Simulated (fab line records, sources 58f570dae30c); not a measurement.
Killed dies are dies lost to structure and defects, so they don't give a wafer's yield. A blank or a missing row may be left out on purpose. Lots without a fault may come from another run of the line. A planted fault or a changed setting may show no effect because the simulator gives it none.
A struck lot beside a sound one | flow berkeley_cmos170 | 14 steps out of a route of 331
Sound: wafers L657.1, L657.4, L657.5. Struck: wafers L667.1, L667.4, L667.6. The cause comes at the end.
At each step with rows: each side's tool, then ch and its chambers, then its first start. Under that, the readings that differ: sound wafers | struck wafers | difference of the means | sigmas: that difference in standard deviations of wafers without a fault.
alike: readings whose means differ by less than 2 such deviations, and words and numbers that are the same on both sides. not compared: withheld readings, readings that some wafer has no value for, bounds like >300 that may hide the same value, and numbers for which the record gives no deviation and whose values overlap.
The two part at a step that has a row with sigmas, a row that says differs or no value, or rows on one side only. Numbers that don't overlap but have no deviation are shown without sigmas and don't part them. A reading that every wafer of one side lacks parts them only if that side has two wafers or more.

first, 2 steps without rows for these wafers: UCB170_ACTIVE_ANNEAL_04 (time 900 s); UCB170_ACTIVE_CVD_05 (deposits Si3N4 from SiH2Cl2/NH3, target thk 220 nm, time 3300 s).
UCB170_ACTIVE_THK_MEAS_06:
  sound on film_metro-02, day 6 22:44; struck on film_metro-04, day 8 12:09
  reading                 | sound             | struck            | difference | sigmas
  ACTIVE_NITRIDE_THK (nm) | 213.9 214.0 216.8 | 221.1 220.6 220.6 | +5.9       | +3
then, 6 steps without rows for these wafers: UCB170_ACTIVE_HMDS_07 (prime time 60 s); UCB170_ACTIVE_COAT_08 (resist thk 900 nm); UCB170_ACTIVE_SOFTBAKE_09 (time 60 s); UCB170_ACTIVE_EXPOSE_10 (exposes mask ACTIVE, target cd 1200 nm); UCB170_ACTIVE_PEB_11; UCB170_ACTIVE_DEVELOP_12 (develop time 45.82 s).
UCB170_ACTIVE_CD_MEAS_13: target cd 1200 nm.
  sound on cd_sem-02, day 6 23:46; struck on cd_sem-01, day 8 13:25
  reading    | sound                | struck               | difference | sigmas
  cd_nm (nm) | 1198.8 1198.8 1197.0 | 1201.7 1201.2 1201.3 | +3.2       | +2
UCB170_ACTIVE_OVL_MEAS_14:
  sound on overlay-02, day 6 23:53; struck on overlay-02, day 8 13:32
  alike: ACTIVE_OVL
UCB170_ACTIVE_ETCH_15: etches Si3N4 in CH3F/Ar/O2, stops on SiO2, target depth 242 nm, time 151 s.
  sound on rie_diel-01 ch 0,3, day 6 23:56; struck on rie_diel-02 ch 0,1,2, day 8 13:35
  alike: drypump_motor_current_A, oes_product_au, throttle_valve_pct
  not compared: rf_hours_counter_h
UCB170_ACTIVE_STRIP_16: strips in O2.
  sound on plasma_asher-01 ch 0,1, day 7 00:02; struck on plasma_asher-01 ch 0,1, day 8 13:41
  no value came back on the struck wafers for any of 5 readings (chamber_pressure_mTorr (mTorr), drypump_motor_current_A (A) and others); on the sound wafers chamber_pressure_mTorr (mTorr) reads 3499 3500 3499
  reading                                 | sound | struck            | difference | sigmas
  model.KrF_of_ACTIVE_COAT_08.thk_nm (nm) | 0 0 0 | 730.5 728.4 721.6 | +726.8     |
  not compared: rf_hours_counter_h
UCB170_ACTIVE_CD_MEAS_90: target cd 1200 nm.
  sound on cd_sem-02, day 7 00:08; struck on cd_sem-01, day 8 13:49
  reading    | sound                | struck               | difference | sigmas
  cd_nm (nm) | 1199.1 1198.4 1197.2 | 1201.9 1201.1 1201.3 | +3.2       | +2

WHERE THEY PART
First at UCB170_ACTIVE_THK_MEAS_06; last, within this record, at UCB170_ACTIVE_CD_MEAS_90.

WHY: what the simulator had put in
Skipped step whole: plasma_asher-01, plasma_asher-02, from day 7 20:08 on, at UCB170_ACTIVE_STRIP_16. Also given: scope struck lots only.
